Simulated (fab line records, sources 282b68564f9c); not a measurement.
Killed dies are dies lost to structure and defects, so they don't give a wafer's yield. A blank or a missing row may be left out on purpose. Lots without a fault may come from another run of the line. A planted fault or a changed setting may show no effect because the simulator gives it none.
Split-lot experiment | flow rit_cmos | 5 lots, 23 wafers read, on a route of 202 steps

THE SPLIT
At RIT_PWELL_IMPLANT_08, the setting energy_kev was moved away from the recipe's 170 on 7 of the 23 wafers read, by -5.2% to -2.9%. The other wafers ran this setting at the recipe's value.

The reading is taken at the split's own step.

THE READING
implant.drp_nm (the simulator's own value, which no gauge read), in nm, at RIT_PWELL_IMPLANT_08. The file gives no usual value for it.

wafer  | tool, chamber at the split | energy_kev as run | against the recipe | implant.drp_nm, nm | against lot-mates on the recipe
L074.3 | implanter-04, 0            | 170               | recipe             | 102.9              | -
L074.5 | implanter-04, 0            | 170               | recipe             | 102.9              | -
L074.6 | implanter-04, 0            | 170               | recipe             | 102.9              | -
L078.1 | implanter-01, 0            | 161.2             | -5.2%              | 100.9              | -2.0
L078.3 | implanter-01, 0            | 161.2             | -5.2%              | 100.9              | -2.0
L078.5 | implanter-01, 0            | 161.2             | -5.2%              | 100.9              | -2.0
L078.2 | implanter-01, 0            | 170               | recipe             | 102.9              | -
L078.4 | implanter-01, 0            | 170               | recipe             | 102.9              | -
L079.1 | implanter-04, 0            | 170               | recipe             | 102.9              | -
L079.3 | implanter-04, 0            | 170               | recipe             | 102.9              | -
L079.5 | implanter-04, 0            | 170               | recipe             | 102.9              | -
L079.4 | implanter-04, 0            | 164               | -3.5%              | 101.6              | -1.3
L079.6 | implanter-04, 0            | 164               | -3.5%              | 101.6              | -1.3
L083.2 | implanter-02, 0            | 170               | recipe             | 102.9              | -
L083.3 | implanter-02, 0            | 170               | recipe             | 102.9              | -
L083.4 | implanter-02, 0            | 170               | recipe             | 102.9              | -
L083.5 | implanter-02, 0            | 170               | recipe             | 102.9              | -
L083.6 | implanter-02, 0            | 170               | recipe             | 102.9              | -
L085.2 | implanter-04, 0            | 170               | recipe             | 102.9              | -
L085.3 | implanter-04, 0            | 170               | recipe             | 102.9              | -
L085.4 | implanter-04, 0            | 170               | recipe             | 102.9              | -
L085.5 | implanter-04, 0            | 165               | -2.9%              | 101.8              | -1.1
L085.6 | implanter-04, 0            | 165               | -2.9%              | 101.8              | -1.1

THE FIT
A straight line over all 23 wafers: implant.drp_nm changes by +0.382 nm for each +1% of energy_kev; r = +1.00; the points scatter about the line by 0.018 nm.
The same after taking each lot's own level away (the mean of its wafers on the recipe; 23 wafers): +0.382 nm for each +1%; r = +1.00; scatter 0.018 nm.
On that fit, the largest move of energy_kev shifts the reading by 2 nm.
The lots' own levels span 102.90 to 102.90 nm.
So the lot-to-lot level changes the slope little: the two slopes agree.
Check: with one of the wafers moved furthest among these (-5.2%) left out of the fit, the line predicts -1.96 nm for it against its lot-mates. It came out at -2 nm against them.

OTHER SPLITS ON THESE WAFERS
These wafers also went through other splits before the reading. Each is held against what the fit with the lots' levels taken away leaves over:
other split on the same wafers       | wafers away from the commonest value | r with implant.drp_nm (lot level and that fit taken away)
RIT_ACTIVE_OXIDATION_01 ox_time_s    | 18                                   | +0.05
RIT_ACTIVE_COAT_06 resist_thk_nm     | 7                                    | -0.41
RIT_ACTIVE_DEVELOP_10 develop_time_s | 11                                   | +0.05
RIT_NWELL_COAT_01 resist_thk_nm      | 6                                    | -0.01
RIT_NWELL_IMPLANT_08 dose_cm2        | 4                                    | +0.19
RIT_PWELL_SOFTBAKE_02 temp_c         | 9                                    | +0.38

THE WHOLE CHAIN: every reading that the file lists as answering this split, in the file's order
step                 | what it does | reading                                                         | change (the file's fit)               | r (the file's)
RIT_PWELL_IMPLANT_08 |              | implant.rp_nm (the simulator's own value, which no gauge read)  | +3.51 nm for each +1% of the setting  | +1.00
RIT_PWELL_IMPLANT_08 |              | implant.drp_nm (the simulator's own value, which no gauge read) | +0.374 nm for each +1% of the setting | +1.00

THE FILE'S OWN FIT
implant.drp_nm changes by +0.374 nm for each +1% of energy_kev, r = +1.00.
